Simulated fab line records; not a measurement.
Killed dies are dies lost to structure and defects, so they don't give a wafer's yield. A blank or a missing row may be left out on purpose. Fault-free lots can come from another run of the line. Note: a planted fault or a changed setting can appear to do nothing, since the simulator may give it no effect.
fab line records	flow rit_cmos
record lots=14	wafers=42	last_day=7
route steps=202 shown NLDD@109 CONTACT@180 M1@199
lots untouched by any fault: they come from a run of this same line in which no faults occurred
start_h: start of the lot's first displayed wafer, in hours after the record's first day	wait_h: hours from the lot's prior step to this one	" identical to the entry in the row above	L1.1+2: a row that stands for several wafers	- either no value or no given start	* or withheld: withheld	< > ~ a bound
route shown NAME@n: names a module that has steps shown in the file, with the first one's number in the route	usual: mean and standard deviation over wafers with no fault	same: alike in all rows	chamber/n: place in a boat	sites: per-site readings	_std_site: how widely they spread, as a standard deviation	_edge_site: mean of outer sites minus mean of inner sites	radius_mm: for every site, how far away it sits from the centre of the wafer	mask NAME#n: copy n	behind: the tool/chamber that last shaped the wafer	hold: why the lot was held/for how many hours/how that ended	device: names the non-switching transistor (n, p or np)	end of line: tests run on the same wafers once the route is complete	step lacking rows: just its recipe	killed: dies that structure and defects cost at the first sort, which is not the same as the wafer's yield	map: per-die view of a wafer (x killed, . not killed, _ where there is no die)
set.NAME: the setting the step ran with; set.NAME@STEP: the setting that earlier step ran with	model.NAME: the simulator's own value behind a step, which no gauge read
one table for each step of the route and one row for each wafer, over a sample of lots
services: a tool's chamber out of use, with start hour (start_h, from the record's first day; less than 0 if before it), hours out, and reason
## steps
# step RIT_NLDD_OVL_MEAS_06
# usual NLDD_OVL=0.2/1.5
lot.wafer	tool	chamber	start_h	wait_h	NLDD_OVL[nm]
L373.1	overlay-01	-	46.73	-	1.4
L373.3	"	-	"	"	-0.1
L373.6	"	-	"	"	0.2
L374.1	overlay-01	-	54.40	-	-1.0
L374.2	"	-	"	"	0.6
L374.4	"	-	"	"	1.3
L375.2	overlay-01	-	58.12	-	-2.8
L375.3	"	-	"	"	-3.4
L375.5	"	-	"	"	-1.5
L376.1	overlay-01	-	63.25	-	-2.4
L376.5	"	-	"	"	-2.5
L376.6	"	-	"	"	-1.6
L378.1	overlay-01	-	74.48	-	-0.8
L378.3	"	-	"	"	-1.1
L378.6	"	-	"	"	-1.6
L383.2	overlay-01	-	104.52	-	-1.0
L383.5	"	-	"	"	-0.8
L383.6	"	-	"	"	-3.4
L384.3	overlay-02	-	104.81	-	0.1
L384.5	"	-	"	"	0.1
L384.6	"	-	"	"	1.9
L386.1	overlay-02	-	117.96	-	0.1
L386.5	"	-	"	"	-0.7
L386.6	"	-	"	"	2.3
L387.1	overlay-01	-	118.25	-	-0.4
L387.4	"	-	"	"	-0.9
L387.5	"	-	"	"	-0.3
L389.3	overlay-02	-	132.63	-	0.2
L389.5	"	-	"	"	2.9
L389.6	"	-	"	"	1.9
L390.2	overlay-01	-	136.11	-	-2.3
L390.3	"	-	"	"	-1.1
L390.5	"	-	"	"	-1.7
L391.3	overlay-01	-	138.64	-	-0.8
L391.4	"	-	"	"	-0.1
L391.6	"	-	"	"	0.8
L394.1	overlay-02	-	154.30	-	-1.6
L394.3	"	-	"	"	-0.8
L394.4	"	-	"	"	-2.4
L395.4	overlay-01	-	159.60	-	3.2
L395.5	"	-	"	"	2.6
L395.6	"	-	"	"	3.0
# step RIT_CONTACT_STRIP_12
# recipe chemistry=O2	time_s=180	resist=NOVOLAK	platen_temp_c=withheld	power_w=500	pressure_mtorr=4000	o2_flow_sccm=4000
# usual drypump_motor_current_A=5.45/0.14
lot.wafer	tool	chamber	start_h	wait_h	drypump_motor_current_A	rf_hours_counter_h
L373.1	plasma_asher-03	1	59.52	0.1	5.33	42
L373.3	"	0	"	"	5.56	-
L373.6	"	1	"	"	5.32	-
L374.1	plasma_asher-01	0	65.56	0.1	5.41	42
L374.2	"	1	"	"	5.48	42
L374.4	"	1	"	"	5.47	-
L375.2	plasma_asher-03	1	68.78	0.1	5.34	43
L375.3	"	0	"	"	5.54	-
L375.5	"	0	"	"	5.53	-
L376.1	plasma_asher-01	1	74.67	0.1	5.44	43
L376.5	"	1	"	"	5.43	-
L376.6	"	0	"	"	5.42	-
L378.1	plasma_asher-04	0	85.37	0.1	5.27	30
L378.3	"	0	"	"	5.26	-
L378.6	"	0	"	"	5.27	-
L383.2	plasma_asher-03	1	115.13	0.1	5.32	48
L383.5	"	0	"	"	5.55	-
L383.6	"	1	"	"	5.32	-
L384.3	plasma_asher-01	0	117.86	0.2	5.40	-
L384.5	"	0	"	"	5.40	-
L384.6	"	1	"	"	5.46	-
L387.1	plasma_asher-03	1	129.17	0.1	5.30	50
L387.4	"	1	"	"	5.32	-
L387.5	"	1	"	"	5.29	-
L386.1	plasma_asher-01	0	129.67	0.1	5.40	1
L386.5	"	1	"	"	5.47	-
L386.6	"	0	"	"	5.41	-
L389.3	plasma_asher-04	1	143.26	0.2	5.73	-
L389.5	"	0	"	"	5.28	-
L389.6	"	1	"	"	5.71	-
L390.2	plasma_asher-01	1	147.41	0.1	5.47	3
L390.3	"	0	"	"	5.42	-
L390.5	"	1	"	"	5.43	-
L391.3	plasma_asher-03	1	149.40	0.2	5.33	-
L391.4	"	0	"	"	5.53	-
L391.6	"	0	"	"	5.54	-
L394.1	plasma_asher-01	0	165.20	0.1	5.42	5
L394.3	"	0	"	"	5.44	-
L394.4	"	1	"	"	5.44	-
L395.4	plasma_asher-01	0	170.47	0.2	5.43	-
L395.5	"	0	"	"	5.39	-
L395.6	"	1	"	"	5.43	-
# step RIT_CONTACT_CLEAN_13
# recipe chemistry=SC1	mix=3:3:50	time_s=600	temp_c=73.97
# usual bath_guard_temp_C=74.2/0.59
lot.wafer	tool	chamber	start_h	wait_h	bath_guard_temp_C
L373.1	wet_bench-03	1	59.82	0.1	74.1
L373.3	"	1	"	"	73.8
L373.6	"	1	"	"	73.5
L374.1	wet_bench-04	0	65.85	0.1	74.7
L374.2	"	0	"	"	74.9
L374.4	"	0	"	"	74.9
L375.2	wet_bench-03	2	69.07	0.1	73.6
L375.3	"	2	"	"	73.8
L375.5	"	2	"	"	73.7
L376.1	wet_bench-03	0	74.96	0.1	75.2
L376.5	"	0	"	"	74.8
L376.6	"	0	"	"	74.9
L378.1	wet_bench-01	3	85.67	0.1	74.2
L378.3	"	3	"	"	74.1
L378.6	"	3	"	"	74.3
L383.2	wet_bench-04	2	115.42	0.1	73.5
L383.5	"	2	"	"	73.6
L383.6	"	2	"	"	74.0
L384.3	wet_bench-04	2	118.09	0.1	73.4
L384.5	"	2	"	"	73.4
L384.6	"	2	"	"	73.5
L387.1	wet_bench-03	3	129.47	0.1	73.5
L387.4	"	3	"	"	73.7
L387.5	"	3	"	"	73.3
L386.1	wet_bench-01	0	129.96	0.1	73.8
L386.5	"	0	"	"	73.9
L386.6	"	0	"	"	73.8
L389.3	wet_bench-04	0	143.50	0.1	74.6
L389.5	"	0	"	"	74.6
L389.6	"	0	"	"	74.5
L390.2	wet_bench-03	3	147.71	0.1	73.4
L390.3	"	3	"	"	73.4
L390.5	"	3	"	"	73.4
L391.3	wet_bench-04	3	149.64	0.1	74.8
L391.4	"	3	"	"	74.3
L391.6	"	3	"	"	74.6
L394.1	wet_bench-01	2	165.49	0.1	75.4
L394.3	"	2	"	"	74.9
L394.4	"	2	"	"	74.8
L395.4	wet_bench-01	0	170.71	0.0	74.1
L395.5	"	0	"	"	73.6
L395.6	"	0	"	"	73.7
# step RIT_M1_CD_MEAS_90
# recipe target_cd_nm=2600
# usual cd_nm=2599/3.2
lot.wafer	tool	chamber	start_h	wait_h	cd_nm
L373.1	cd_sem-01	-	62.58	0.1	2602
L373.3	"	-	"	"	2604
L373.6	"	-	"	"	2601
L374.1	cd_sem-02	-	68.78	0.1	2598
L374.2	"	-	"	"	2598
L374.4	"	-	"	"	2598
L375.2	cd_sem-01	-	71.88	0.1	2605
L375.3	"	-	"	"	2597
L375.5	"	-	"	"	2601
L376.1	cd_sem-02	-	77.58	0.1	2597
L376.5	"	-	"	"	2602
L376.6	"	-	"	"	2600
L378.1	cd_sem-01	-	88.50	0.1	2593
L378.3	"	-	"	"	2592
L378.6	"	-	"	"	2593
L383.2	cd_sem-01	-	118.24	0.1	2605
L383.5	"	-	"	"	2604
L383.6	"	-	"	"	2601
L384.3	cd_sem-01	-	120.93	0.1	2596
L384.5	"	-	"	"	2598
L384.6	"	-	"	"	2601
L387.1	cd_sem-02	-	132.12	0.1	2598
L387.4	"	-	"	"	2600
L387.5	"	-	"	"	2600
L386.1	cd_sem-01	-	132.62	0.1	2601
L386.5	"	-	"	"	2600
L386.6	"	-	"	"	2594
L389.3	cd_sem-02	-	146.17	0.1	2601
L389.5	"	-	"	"	2595
L389.6	"	-	"	"	2596
L390.2	cd_sem-02	-	150.49	0.1	2598
L390.3	"	-	"	"	2600
L390.5	"	-	"	"	2601
L391.3	cd_sem-01	-	152.32	0.1	2601
L391.4	"	-	"	"	2595
L391.6	"	-	"	"	2594
L394.1	cd_sem-01	-	168.27	0.1	2605
L394.3	"	-	"	"	2599
L394.4	"	-	"	"	2606
L395.4	cd_sem-01	-	173.39	0.1	2601
L395.5	"	-	"	"	2600
L395.6	"	-	"	"	2598
# step RIT_M1_PROBE_99
# usual killed_at_contacts=0.1/0.34	killed_at_front_end=6.6/2.7	killed_dies=6.7/2.7	killed_open=3.5/1.9	killed_short=3.1/1.8
# same gross_dies=264	killed_at_M0_to_M3=0	killed_at_M4_up=0	killed_at_back_side=0	killed_at_other=0
lot.wafer	tool	chamber	start_h	wait_h	killed_at_contacts	killed_at_front_end	killed_dies	killed_open	killed_short
L373.1	prober-02	-	64.32	0.1	0	4	4	1	3
L373.3	prober-02	-	64.42	0.2	0	5	5	3	2
L373.6	prober-02	-	64.57	0.2	0	13	13	8	5
L374.1	prober-01	-	70.52	0.1	0	7	7	4	3
L374.2	prober-01	-	70.57	0.1	0	9	9	3	6
L374.4	prober-01	-	70.67	0.2	0	7	7	5	2
L375.2	prober-02	-	73.65	0.1	0	5	5	3	2
L375.3	prober-02	-	73.70	0.2	0	6	6	4	2
L375.5	prober-02	-	73.80	0.2	0	6	6	4	2
L376.1	prober-01	-	79.32	0.1	0	10	10	5	5
L376.5	prober-01	-	79.52	0.2	0	7	7	3	4
L376.6	prober-01	-	79.57	0.2	0	10	10	3	7
L378.1	prober-01	-	90.24	0.1	0	3	3	0	3
L378.3	prober-01	-	90.34	0.2	0	4	4	1	3
L378.6	prober-01	-	90.49	0.2	0	2	2	1	1
L383.2	prober-02	-	120.01	0.1	24	3	27	1	2
L383.5	prober-02	-	120.16	0.2	26	5	31	2	3
L383.6	prober-02	-	120.21	0.2	28	6	34	4	2
L384.3	prober-01	-	122.73	0.2	31	10	41	5	5
L384.5	prober-01	-	122.83	0.2	32	6	38	3	4
L384.6	prober-01	-	122.88	0.2	29	7	36	2	5
L386.1	prober-02	-	135.74	0.1	0	5	5	5	0
L386.5	prober-02	-	135.94	0.2	0	6	6	5	1
L386.6	prober-02	-	135.99	0.2	0	5	5	1	4
L387.1	prober-01	-	135.74	0.1	0	12	12	4	8
L387.4	prober-01	-	135.89	0.2	0	10	10	4	6
L387.5	prober-01	-	135.94	0.2	0	2	2	2	0
L389.3	prober-02	-	147.97	0.2	2	9	11	4	7
L389.5	prober-02	-	148.07	0.2	0	7	7	4	3
L389.6	prober-02	-	148.12	0.2	0	8	8	2	6
L390.2	prober-01	-	152.26	0.1	0	6	6	1	5
L390.3	prober-01	-	152.31	0.2	0	5	5	3	2
L390.5	prober-01	-	152.41	0.2	0	6	6	1	5
L391.3	prober-02	-	154.12	0.2	1	7	8	6	2
L391.4	prober-02	-	154.17	0.2	0	7	7	5	2
L391.6	prober-02	-	154.27	0.2	2	8	10	6	4
L394.1	prober-01	-	170.01	0.1	0	4	4	1	3
L394.3	prober-01	-	170.11	0.2	0	7	7	2	5
L394.4	prober-01	-	170.16	0.2	1	4	5	1	4
L395.4	prober-02	-	175.22	0.2	0	4	4	3	1
L395.5	prober-02	-	175.27	0.2	0	0	0	0	0
L395.6	prober-02	-	175.32	0.2	0	10	10	5	5
# killed by level:class
L373.1 SPACER:geometric_particle:short=2 FOX2:geometric_particle:short=1 REOX:geometric_particle:open=1
L373.3 GATE:geometric_particle:short=2 FOX2:geometric_particle:open=1 GATE:geometric_particle:open=1 REOX:geometric_particle:open=1
L373.6 REOX:geometric_particle:open=4 GATE:geometric_particle:short=3 FOX2:geometric_particle:open=2 FOX2:geometric_particle:short=1 GATE:geometric_particle:open=1 REOX:geometric_particle:short=1 SPACER:geometric_particle:open=1
L374.1 GATE:geometric_particle:short=2 REOX:geometric_particle:open=2 FOX2:geometric_particle:open=1 SPACER:geometric_particle:short=1 SILICIDE:geometric_particle:open=1
L374.2 SILICIDE:geometric_particle:short=3 FOX1:geometric_particle:short=2 REOX:geometric_particle:open=2 FOX2:geometric_particle:open=1 SPACER:geometric_particle:short=1
L374.4 REOX:geometric_particle:open=3 FOX1:geometric_particle:short=1 GATE:geometric_particle:open=1 SILICIDE:geometric_particle:short=1 SILICIDE:geometric_particle:open=1
L375.2 GATE:geometric_particle:open=2 FOX1:geometric_particle:open=1 GATE:geometric_particle:short=1 SILICIDE:geometric_particle:short=1
L375.3 GATE:geometric_particle:open=2 FOX1:geometric_particle:open=1 FOX1:geometric_particle:short=1 SILICIDE:geometric_particle:short=1 SILICIDE:geometric_particle:open=1
L375.5 GATE:geometric_particle:short=2 SILICIDE:geometric_particle:open=2 GATE:geometric_particle:open=1 REOX:geometric_particle:open=1
L376.1 GATE:geometric_particle:open=4 GATE:geometric_particle:short=3 SPACER:geometric_particle:short=2 FOX1:geometric_particle:open=1
L376.5 GATE:geometric_particle:open=2 GATE:geometric_particle:short=2 SILICIDE:geometric_particle:short=2 FOX1:geometric_particle:open=1
L376.6 GATE:geometric_particle:short=5 FOX1:geometric_particle:open=1 FOX1:geometric_particle:short=1 GATE:geometric_particle:open=1 SPACER:geometric_particle:short=1 SPACER:geometric_particle:open=1
L378.1 FOX1:geometric_particle:short=1 GATE:geometric_particle:short=1 SILICIDE:geometric_particle:short=1
L378.3 FOX1:geometric_particle:short=1 GATE:geometric_particle:open=1 GATE:geometric_particle:short=1 SILICIDE:geometric_particle:short=1
L378.6 FOX1:geometric_particle:short=1 GATE:geometric_particle:open=1
L383.2 CONTACT:unspecified=24 FOX1:geometric_particle:short=1 GATE:geometric_particle:short=1 REOX:geometric_particle:open=1
L383.5 CONTACT:unspecified=26 SPACER:geometric_particle:short=2 GATE:geometric_particle:short=1 REOX:geometric_particle:open=1 SILICIDE:geometric_particle:open=1
L383.6 CONTACT:unspecified=28 GATE:geometric_particle:open=3 SILICIDE:geometric_particle:short=2 SPACER:geometric_particle:open=1
L384.3 CONTACT:unspecified=31 GATE:geometric_particle:open=2 SPACER:geometric_particle:short=2 SPACER:geometric_particle:open=2 FOX1:geometric_particle:short=1 GATE:geometric_particle:short=1 REOX:geometric_particle:open=1 SILICIDE:geometric_particle:short=1
L384.5 CONTACT:unspecified=31 SPACER:geometric_particle:open=2 FOX1:geometric_particle:open=1 FOX1:geometric_particle:short=1 FOX2:geometric_particle:short=1 SPACER:geometric_particle:short=1 CONTACT:geometric_particle:short=1
L384.6 CONTACT:unspecified=29 GATE:geometric_particle:short=2 ACTIVE:geometric_particle:open=1 FOX2:geometric_particle:short=1 GATE:geometric_particle:open=1 REOX:geometric_particle:short=1 SPACER:geometric_particle:short=1
L386.1 GATE:geometric_particle:open=3 FOX1:geometric_particle:open=1 SILICIDE:geometric_particle:open=1
L387.1 GATE:geometric_particle:short=3 GATE:geometric_particle:open=3 FOX1:geometric_particle:short=2 REOX:geometric_particle:short=2 SPACER:geometric_particle:open=1 SPACER:geometric_particle:short=1
L387.4 GATE:geometric_particle:open=3 GATE:geometric_particle:short=3 REOX:geometric_particle:short=2 FOX1:geometric_particle:short=1 FOX1:geometric_particle:open=1
L386.5 REOX:geometric_particle:open=3 SPACER:geometric_particle:open=1 SILICIDE:geometric_particle:short=1 SILICIDE:geometric_particle:open=1
L387.5 FOX1:geometric_particle:open=1 GATE:geometric_particle:open=1
L386.6 GATE:geometric_particle:short=2 FOX1:geometric_particle:short=1 GATE:geometric_particle:open=1 REOX:geometric_particle:short=1
L389.3 GATE:geometric_particle:open=2 GATE:geometric_particle:short=2 CONTACT:geometric_particle:short=2 FOX1:geometric_particle:open=1 FOX1:geometric_particle:short=1 FOX2:geometric_particle:open=1 REOX:geometric_particle:short=1 SPACER:geometric_particle:short=1
L389.5 GATE:geometric_particle:open=3 FOX2:geometric_particle:short=1 GATE:geometric_particle:short=1 REOX:geometric_particle:short=1 SILICIDE:geometric_particle:open=1
L389.6 GATE:geometric_particle:short=3 GATE:geometric_particle:open=2 REOX:geometric_particle:short=2 FOX2:geometric_particle:short=1
L390.2 FOX1:geometric_particle:short=2 GATE:geometric_particle:short=2 FOX2:geometric_particle:open=1 REOX:geometric_particle:short=1
L390.3 GATE:geometric_particle:short=2 FOX2:geometric_particle:open=1 GATE:geometric_particle:open=1 REOX:geometric_particle:open=1
L390.5 REOX:geometric_particle:short=3 FOX2:geometric_particle:short=1 SPACER:geometric_particle:short=1 SILICIDE:geometric_particle:open=1
L391.3 GATE:geometric_particle:open=2 FOX2:geometric_particle:short=1 REOX:geometric_particle:open=1 SPACER:geometric_particle:open=1 SPACER:geometric_particle:short=1 SILICIDE:geometric_particle:open=1 CONTACT:geometric_particle:open=1
L391.4 FOX1:geometric_particle:open=2 FOX1:geometric_particle:short=2 SPACER:geometric_particle:open=2 GATE:geometric_particle:open=1
L391.6 GATE:geometric_particle:open=3 GATE:geometric_particle:short=3 FOX1:geometric_particle:open=1 SILICIDE:geometric_particle:open=1 CONTACT:geometric_particle:open=1 CONTACT:geometric_particle:short=1
L394.1 GATE:geometric_particle:short=3 GATE:geometric_particle:open=1
L394.3 GATE:geometric_particle:short=2 FOX1:geometric_particle:short=1 GATE:geometric_particle:open=1 REOX:geometric_particle:short=1 REOX:geometric_particle:open=1 SILICIDE:geometric_particle:short=1
L394.4 REOX:geometric_particle:short=1 SPACER:geometric_particle:short=1 SILICIDE:geometric_particle:open=1 SILICIDE:geometric_particle:short=1 CONTACT:geometric_particle:short=1
L395.4 GATE:geometric_particle:open=2 FOX2:geometric_particle:open=1 GATE:geometric_particle:short=1
L395.6 GATE:geometric_particle:short=4 GATE:geometric_particle:open=3 FOX1:geometric_particle:open=1 SPACER:geometric_particle:short=1 SILICIDE:geometric_particle:open=1
## services
tool	chamber	start_h	hours	kind
wet_bench-04	-	39.35	1.9	pm
plasma_asher-01	-	105.73	1.2	repair
plasma_asher-01	-	108.75	9.0	pm
plasma_asher-01	0	108.75	9.0	vent_cycle
plasma_asher-01	1	108.75	9.0	vent_cycle
plasma_asher-01	0	117.75	-	clean
plasma_asher-01	1	117.75	-	clean
## key
first_sign step=RIT_M1_PROBE_99	reading=killed_at_contacts	direction=up	sigmas=28	usual=0.1	struck=28.3
effect step=RIT_M1_PROBE_99	reading=killed_dies	direction=up	sigmas=10	usual=6.7	struck=34.5
met_at RIT_CONTACT_CLEAN_13
struck_lots L383,L384
struck_wafers L383.2,L383.5,L383.6,L384.3,L384.5,L384.6
tester_left_out L383,L384
not_acting_at RIT_NLDD_OVL_MEAS_06,RIT_CONTACT_STRIP_12,RIT_M1_CD_MEAS_90
fault kind=chamber_particle_source	tool=wet_bench-04	chamber=2	onset_h=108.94	steps=RIT_CONTACT_CLEAN_13	rate_per_visit_cm2=0.5649	end_h=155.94
# tester_left_out: of these lots the tester's yield and bins aren't shown, on N5 and GAA mostly nor the transistor test; their killed dies are dies lost to structure and defects alone, not to doping, threshold or leakage, so they don't give the yield
